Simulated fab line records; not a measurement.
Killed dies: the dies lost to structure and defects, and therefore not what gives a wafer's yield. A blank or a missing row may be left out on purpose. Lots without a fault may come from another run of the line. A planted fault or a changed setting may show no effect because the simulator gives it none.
A lot that was struck, set against a sound lot / flow berkeleyCmos170 / 19 steps out of a route of 331
Sound: the wafers L340.3, L340.4, L340.6. Struck: wafers L344.3, L344.5, L344.6. The cause comes at the end.
Per side, at each step with rows, come the tool, then ch with its chambers, and then its first start. Under that, the readings that differ: sound wafers / struck wafers / difference of the means / sigmas: that difference in standard deviations of wafers without a fault.
alike: readings whose means differ by less than 2 such deviations, and words and numbers that are the same on both sides. not compared: withheld readings, readings that some wafer has no value for, bounds like >300 that may hide the same value, and numbers for which the record gives no deviation and whose values overlap.
The two part at a step that has a row with sigmas, a row that says differs or no value, or rows on one side only. Numbers that don't overlap but have no deviation are shown without sigmas and don't part them. A reading missing from all wafers of one side parts the sides only when that side holds two or more wafers.

first, 2 steps without rows for these wafers: UCB170_SACOX_CLEAN_00 (cleans in dHF, time 7.5 s); UCB170_SACOX_OXIDATION_01 (target thk 14.4 nm, ox time 2400 s).
UCB170_SACOX_THK_MEAS_02:
  sound: filmMetro-04 at day 5 18:54; struck: filmMetro-03 at day 6 21:42
  alike: SACOX_OXIDE_THK
then, 2 steps without rows for these wafers: UCB170_SCREENOX_WET_ETCH_00 (etches SiO2 in dHF, time 200 s); UCB170_SCREENOX_OXIDATION_01 (target thk 14.4 nm, ox time 2296 s).
UCB170_SCREENOX_THK_MEAS_02:
  sound: filmMetro-02 at day 6 01:43; struck: filmMetro-01 at day 7 04:44
  alike: SCREENOX_OXIDE_THK
then, 6 steps without rows for these wafers: UCB170_SCREENOX_ANNEAL_03 (time 900 s); UCB170_NVT_HMDS_00 (prime time 60 s); UCB170_NVT_COAT_01 (resist thk 900 nm); UCB170_NVT_SOFTBAKE_02 (time 60 s); UCB170_NVT_EXPOSE_03 (exposes mask PWELL, target cd 3000 nm); UCB170_NVT_PEB_04.
UCB170_NVT_DEVELOP_05: develop time 45 s.
  sound on lithoTrack-02 ch 0, day 6 09:00; struck on lithoTrack-01 ch 0, day 7 13:00
UCB170_NVT_OVL_MEAS_06:
  sound: overlay-01 at day 6 10:04; struck: overlay-01 at day 7 13:52
reading=NVT_OVL (nm); sound=12 14 16; struck=3 -2 7; difference=-11; sigmas=-2
following that, these wafers have no rows for 1 step: UCB170_NVT_IMPLANT_07.
UCB170_NVT_STRIP_08: strips in O2.
  sound on plasmaAsher-01 ch 0,1, day 6 10:16; struck on plasmaAsher-01 ch 0,1, day 7 14:04
reading=stripTimeToEndpointS (s); sound=21.69 21.75 21.73; struck=21.51 21.61 21.51; difference=-0.18; sigmas=-3
  alike: drypumpMotorCurrentA, oesProductAu
  not compared: rfHoursCounterH
UCB170_NVT_TW_MEAS_09:
  sound: filmMetro-01 at day 6 10:22; struck: filmMetro-01 at day 7 14:09
reading=NVT_TW; sound=526 526 525; struck=30 30 30; difference=-496; sigmas=-99 or more
then, 1 step without rows for these wafers: UCB170_NVT_CLEAN_10 (cleans in SPM, time 600 s).
-- the record jumps here: 2 days lie between the struck wafers' starts before and after (it left off in module NVT and takes up again in module M3, whose first step shown is number 331 of the route) --
UCB170_M3_PROBE_99:
  only the struck wafers here have rows in the record (prober-01, day 9 16:34); the sound ones have none

## WHERE THEY PART
At UCB170_NVT_OVL_MEAS_06 first; at UCB170_M3_PROBE_99 last (within this record only).

WHY: what had been put in by the simulator
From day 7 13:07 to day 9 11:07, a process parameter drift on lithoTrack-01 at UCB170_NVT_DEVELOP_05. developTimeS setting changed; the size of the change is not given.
